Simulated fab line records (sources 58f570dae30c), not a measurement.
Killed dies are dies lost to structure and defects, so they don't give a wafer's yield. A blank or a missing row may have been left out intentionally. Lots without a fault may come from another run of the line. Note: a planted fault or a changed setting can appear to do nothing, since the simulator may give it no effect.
Split-lot study	flow berkeley-cmos170	23 wafers read from 5 lots, route of 331 steps

== THE SPLIT ITSELF ==
At UCB170_NSD_IMPLANT_08, the setting dose-cm2 was moved away from the recipe's 3e+15 on 5 of the 23 wafers read, by +2.1% to +7.1%. For the rest of the wafers, this setting stayed at what the recipe calls for.

== FROM THE SPLIT TO THE READING: what the file shows between them, 5 steps ==
- UCB170_NSD_STRIP_09: strips in O2
- UCB170_BACKSIDE_HMDS_00: prime time 60 s (also split here: prime-time-s)
- UCB170_BACKSIDE_COAT_01: resist thk 900 nm
- UCB170_BACKSIDE_SOFTBAKE_02: time 60 s
- UCB170_SDANNEAL_RTA_01: time 5.203 s

== THE READING ==
Measured at UCB170_SDANNEAL_RS_MEAS_03 by four-point probe: NSD_RS, in ohm/sq. On this fab line, fault-free wafers typically give 37.16 ohm/sq with a standard deviation of 0.098 ohm/sq.

wafer	tool, chamber at the split	dose-cm2 as run	against the recipe	NSD_RS, ohm/sq	against lot-mates on the recipe
L074.1	implanter-04, 0	3e+15	recipe	37.22	-
L074.2	implanter-04, 0	3e+15	recipe	37.26	-
L074.4	implanter-04, 0	3e+15	recipe	37.20	-
L074.5	implanter-04, 0	3e+15	recipe	37.15	-
L074.6	implanter-04, 0	3e+15	recipe	37.18	-
L082.2	implanter-04, 0	3e+15	recipe	37.14	-
L082.3	implanter-04, 0	3e+15	recipe	37.18	-
L082.4	implanter-04, 0	3e+15	recipe	37.13	-
L083.2	implanter-01, 0	3.062e+15	+2.1%	36.69	-0.40
L083.3	implanter-01, 0	3e+15	recipe	37.13	-
L083.4	implanter-01, 0	3e+15	recipe	37.05	-
L083.5	implanter-01, 0	3.062e+15	+2.1%	36.82	-0.27
L083.6	implanter-01, 0	3.062e+15	+2.1%	36.78	-0.31
L084.1	implanter-03, 0	3e+15	recipe	37.23	-
L084.2	implanter-03, 0	3.214e+15	+7.1%	36.09	-1.11
L084.3	implanter-03, 0	3.214e+15	+7.1%	36.10	-1.10
L084.4	implanter-03, 0	3e+15	recipe	37.19	-
L084.5	implanter-03, 0	3e+15	recipe	37.19	-
L085.1	implanter-03, 0	3e+15	recipe	37.25	-
L085.3	implanter-03, 0	3e+15	recipe	37.22	-
L085.4	implanter-03, 0	3e+15	recipe	37.32	-
L085.5	implanter-03, 0	3e+15	recipe	37.30	-
L085.6	implanter-03, 0	3e+15	recipe	37.35	-

FIT RESULTS
A straight line over all 23 wafers: NSD_RS changes by -0.16 ohm/sq for each +1% of dose-cm2; r = -0.97; the points scatter about the line by 0.081 ohm/sq.
The same after taking each lot's own level away (the mean of its wafers on the recipe; 23 wafers): -0.156 ohm/sq for each +1%; r = -0.99; scatter 0.039 ohm/sq.
The reading moves by 1.1 ohm/sq for the largest change in dose-cm2, on that fit.
The span of the lots' own levels, 37.090 to 37.288 ohm/sq, comes to 2.0 times the standard deviation stated above.
The two slopes agree, so the slope changes little with the lot-to-lot level.
Check: -1.11 ohm/sq against its lot-mates is what the line predicts for one of the wafers moved furthest among these (+7.1%) when that wafer is left out of the fit. Against them it came out at -1.11 ohm/sq.

== OTHER SPLITS APPLIED TO THESE WAFERS ==
These wafers also went through other splits before the reading. Each is held against what the fit with the lots' levels taken away leaves over:
other split on the same wafers	wafers away from the commonest value	r with NSD_RS (lot level and that fit taken away)
UCB170_PSD_EXPOSE_03 dose-mj	7	-0.16
UCB170_BACKSIDE_HMDS_00 prime-time-s	5	-0.15

== THE WHOLE CHAIN: every reading that the file lists as answering this split, in the file's order ==
step	what it does	reading	change (the file's fit)	r (the file's)
UCB170_NSD_STRIP_09	strips in O2	strip-time-to-endpoint-s	withheld for each +1% of the setting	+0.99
UCB170_SDANNEAL_RS_MEAS_03	measures by four-point-probe	NSD_RS	-0.155 for each +1% of the setting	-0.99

== FILE'S OWN FIT ==
NSD_RS changes by -0.155 ohm/sq for each +1% of dose-cm2, r = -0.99.
